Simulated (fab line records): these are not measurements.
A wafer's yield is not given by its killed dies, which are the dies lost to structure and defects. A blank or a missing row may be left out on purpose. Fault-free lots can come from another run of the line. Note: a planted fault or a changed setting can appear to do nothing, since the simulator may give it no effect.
Struck lot and sound lot, side by side -- flow ritCmos -- 43 out of 202 route steps
Sound: wafers L229.1, L229.3, L229.5. Wafers L244.1, L244.2, L244.3 were the ones struck. The cause is named last.
Order at every step that has rows: each side's tool, ch and its chambers, its first start. Under that, the readings that differ: sound wafers -- struck wafers -- difference of the means -- sigmas: that difference in standard deviations of wafers without a fault.
alike: a reading whose means differ by less than 2 such deviations, as well as words and numbers matching on both sides. not compared: withheld readings; readings where some wafer has no value; bounds like >300 that might hide an equal value; numbers whose values overlap and for which the record gives no deviation.
The two part at a step that has a row with sigmas, a row that says differs or no value, or rows on one side only. Numbers that don't overlap but have no deviation are shown without sigmas and don't part them. A reading missing from all wafers of one side parts the sides only when that side holds two or more wafers.

first, 2 steps without rows for these wafers: RIT_NLDD_HARDBAKE_07 (time 60 s); RIT_NLDD_IMPLANT_08.
RIT_NLDD_STRIP_09: strips in O2, time 180 s.
  sound on plasmaAsher-03 ch 0,1, day 3 18:01; struck on plasmaAsher-01 ch 0,1, day 6 17:34
  alike: drypumpMotorCurrentA
  not compared: rfHoursCounterH
RIT_NLDD_TW_MEAS_10:
  sound on filmMetro-04, day 3 18:11; struck on filmMetro-03, day 6 17:44
  alike: NLDD_TW
then, 6 steps without rows for these wafers: RIT_PLDD_HMDS_00 (prime time 60 s); RIT_PLDD_COAT_01 (resist thk 1000 nm); RIT_PLDD_SOFTBAKE_02 (time 60 s); RIT_PLDD_EXPOSE_03 (exposes mask M8, target cd 40900 nm); RIT_PLDD_PEB_04; RIT_PLDD_DEVELOP_05 (develop time 50 s).
RIT_PLDD_OVL_MEAS_06:
  sound on overlay-01, day 3 19:05; struck on overlay-02, day 6 18:39
reading,sound,struck,difference,sigmas
PLDD_OVL (nm),-2.1 0.2 0.4,2.9 1.9 2.4,+2.9,+2
then, 1 step without rows for these wafers: RIT_PLDD_HARDBAKE_07 (time 60 s).
RIT_PLDD_IMPLANT_08:
  sound on implanter-02 ch 0, day 3 19:18; struck on implanter-02 ch 0, day 6 18:50
reading,sound,struck,difference,sigmas
doseIonsCm2,8.994e+14 8.995e+14 8.992e+14,4.076e+14 4.059e+14 4.07e+14,-4.925e+14,-99 or more
endStationPressureTorr (Torr),7.2e-06 7.5e-06 7.9e-06,6.4e-06 6.5e-06 6.7e-06,-1.0e-06,-3
faradayCurrentUA,2719 2757 2753,1280 1292 1292,-1455,-26
  alike: beamEnergyKeV, beamOnS
RIT_PLDD_STRIP_09: strips in O2, time 180 s.
  sound on plasmaAsher-02 ch 0, day 3 19:27; struck on plasmaAsher-01 ch 0,1, day 6 18:59
  alike: drypumpMotorCurrentA
  not compared: rfHoursCounterH
RIT_PLDD_TW_MEAS_10:
  sound on filmMetro-02, day 3 19:37; struck on filmMetro-03, day 6 19:23
reading,sound,struck,difference,sigmas
PLDD_TW,2381 2373 2376,1923 1911 1921,-458,-35
  not compared: hold
then, 3 steps without rows for these wafers: RIT_SPACER_CLEAN_01 (cleans in dHF, time 29.24 s); RIT_SPACER_CLEAN_02 (cleans in SC2, time 600 s); RIT_SPACER_CVD_03 (deposits Si3N4 from SiH2Cl2/NH3, target thk 250 nm, time 3300 s).
RIT_SPACER_THK_MEAS_04:
  sound on filmMetro-02, day 3 21:58; struck on filmMetro-03, day 7 02:37
  alike: SPACER_NITRIDE_THK
RIT_SPACER_ETCHBACK_05: etches Si3N4 in SF6/CHF3, stops on SiO2, target depth 250 nm, time 240 s.
  sound on rieDiel-01 ch 0,2, day 3 22:02; struck on rieDiel-04 ch 1,2,3, day 7 02:41
reading,sound,struck,difference,sigmas
drypumpMotorCurrentA (A),5.4 5.1 5.4,6.2 5.7 6.4,+0.8,+2
  alike: oesProductAu, throttleValvePct
  not compared: rfHoursCounterH
then, 6 steps without rows for these wafers: RIT_NSD_HMDS_00 (prime time 60 s); RIT_NSD_COAT_01 (resist thk 1000 nm); RIT_NSD_SOFTBAKE_02 (time 60 s); RIT_NSD_EXPOSE_03 (exposes mask M9, target cd 40700 nm); RIT_NSD_PEB_04; RIT_NSD_DEVELOP_05 (develop time 50 s).
RIT_NSD_OVL_MEAS_06:
  sound on overlay-01, day 3 23:09; struck on overlay-01, day 7 03:49
  alike: NSD_OVL
then, 2 steps without rows for these wafers: RIT_NSD_HARDBAKE_07 (time 60 s); RIT_NSD_IMPLANT_08.
RIT_NSD_STRIP_09: strips in O2, time 180 s.
  sound on plasmaAsher-02 ch 0,1, day 3 23:29; struck on plasmaAsher-02 ch 0,1, day 7 04:09
  alike: drypumpMotorCurrentA
  not compared: rfHoursCounterH
RIT_NSD_TW_MEAS_10:
  sound on filmMetro-03, day 3 23:40; struck on filmMetro-03, day 7 04:19
  alike: NSD_TW
then, 6 steps without rows for these wafers: RIT_PSD_HMDS_00 (prime time 60 s); RIT_PSD_COAT_01 (resist thk 1000 nm); RIT_PSD_SOFTBAKE_02 (time 60 s); RIT_PSD_EXPOSE_03 (exposes mask M10, target cd 40900 nm); RIT_PSD_PEB_04; RIT_PSD_DEVELOP_05 (develop time 50 s).
RIT_PSD_OVL_MEAS_06:
  sound on overlay-02, day 4 00:42; struck on overlay-01, day 7 05:23
  alike: PSD_OVL
then, 2 steps without rows for these wafers: RIT_PSD_HARDBAKE_07 (time 60 s); RIT_PSD_IMPLANT_08.
RIT_PSD_STRIP_09: strips in O2, time 180 s.
  sound on plasmaAsher-01 ch 0,1, day 4 01:02; struck on plasmaAsher-02 ch 0,1, day 7 05:44
  alike: drypumpMotorCurrentA
  not compared: rfHoursCounterH
RIT_SDANNEAL_RS_MEAS_06: measurement is done with a four-point probe.
  sound on filmMetro-04, day 4 01:57; struck on filmMetro-03, day 7 07:01
reading,sound,struck,difference,sigmas
PLDD_RS (ohm/sq),179.3 179.7 179.8,301.0 303.4 302.3,+122.6,+99 or more
  not compared: hold
next, for these wafers, 1 step has no rows: RIT_M1_PROBE_99.

## WHERE THEY PART
Last at RIT_SDANNEAL_RS_MEAS_06 as far as this record goes, first at RIT_PLDD_OVL_MEAS_06.

WHY: what the simulator had put in
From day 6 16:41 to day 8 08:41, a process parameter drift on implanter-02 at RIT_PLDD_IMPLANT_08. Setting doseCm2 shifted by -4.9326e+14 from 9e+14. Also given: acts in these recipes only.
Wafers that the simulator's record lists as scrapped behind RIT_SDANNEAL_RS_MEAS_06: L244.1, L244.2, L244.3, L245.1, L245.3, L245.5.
